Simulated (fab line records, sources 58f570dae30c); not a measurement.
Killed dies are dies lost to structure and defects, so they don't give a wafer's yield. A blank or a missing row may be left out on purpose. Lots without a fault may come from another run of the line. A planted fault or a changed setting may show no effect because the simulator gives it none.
Split-lot experiment | flow berkeley_cmos170 | 5 lots, 23 wafers read, on a route of 331 steps

THE SPLIT
At UCB170_NWELL_IMPLANT_14, the setting dose_cm2 was moved away from the recipe's 1e+13 on 11 of the 23 wafers read, by -6.2% to +2.7%. The other wafers ran this setting at the recipe's value.

FROM THE SPLIT TO THE READING: what the file shows between them, 1 step
- UCB170_NWELL_STRIP_15: strips in O2

THE READING
NWELL_TW, at UCB170_NWELL_TW_MEAS_16. Fault-free wafers of this fab line usually give 1250, standard deviation 7.

wafer  | tool, chamber at the split | dose_cm2 as run | against the recipe | NWELL_TW | against lot-mates on the recipe
L077.1 | implanter-03, 0            | 1e+13           | recipe             | 1252     | -
L077.2 | implanter-03, 0            | 1.026e+13       | +2.6%              | 1264     | +12
L077.4 | implanter-03, 0            | 1.026e+13       | +2.6%              | 1259     | +8
L077.5 | implanter-03, 0            | 1.026e+13       | +2.6%              | 1263     | +12
L077.6 | implanter-03, 0            | 1e+13           | recipe             | 1251     | -
L080.1 | implanter-01, 0            | 9.383e+12       | -6.2%              | 1219     | -19
L080.2 | implanter-01, 0            | 1e+13           | recipe             | 1235     | -
L080.4 | implanter-01, 0            | 1e+13           | recipe             | 1238     | -
L080.5 | implanter-01, 0            | 1e+13           | recipe             | 1240     | -
L080.6 | implanter-01, 0            | 9.383e+12       | -6.2%              | 1218     | -20
L082.1 | implanter-03, 0            | 1.027e+13       | +2.7%              | 1279     | +16
L082.3 | implanter-03, 0            | 1e+13           | recipe             | 1262     | -
L082.4 | implanter-03, 0            | 1.027e+13       | +2.7%              | 1271     | +8
L082.5 | implanter-03, 0            | 1e+13           | recipe             | 1264     | -
L082.6 | implanter-03, 0            | 1.027e+13       | +2.7%              | 1271     | +8
L084.1 | implanter-01, 0            | 1e+13           | recipe             | 1250     | -
L084.5 | implanter-01, 0            | 1e+13           | recipe             | 1245     | -
L084.6 | implanter-01, 0            | 1e+13           | recipe             | 1248     | -
L085.1 | implanter-03, 0            | 9.459e+12       | -5.4%              | 1227     | -16
L085.2 | implanter-03, 0            | 1e+13           | recipe             | 1239     | -
L085.3 | implanter-03, 0            | 9.459e+12       | -5.4%              | 1219     | -24
L085.4 | implanter-03, 0            | 1e+13           | recipe             | 1246     | -
L085.5 | implanter-03, 0            | 9.459e+12       | -5.4%              | 1216     | -26

THE FIT
A straight line over all 23 wafers: NWELL_TW changes by +5.57 for each +1% of dose_cm2; r = +0.91; the points scatter about the line by 8.1.
The same after taking each lot's own level away (the mean of its wafers on the recipe; 23 wafers): +3.7 for each +1%; r = +0.96; scatter 3.2.
On that fit, the largest move of dose_cm2 shifts the reading by 23.
The lots' own levels span 1237.7 to 1263.0, that is 3.6 times the standard deviation above.
So the lot-to-lot level changes the slope: the two fits differ.
Check: with one of the wafers moved furthest among these (-6.2%) left out of the fit, the line predicts -23.5 for it against its lot-mates. It came out at -18.7 against them.

THE FILE'S OWN FIT
NWELL_TW changes by +3.57 for each +1% of dose_cm2, r = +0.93.
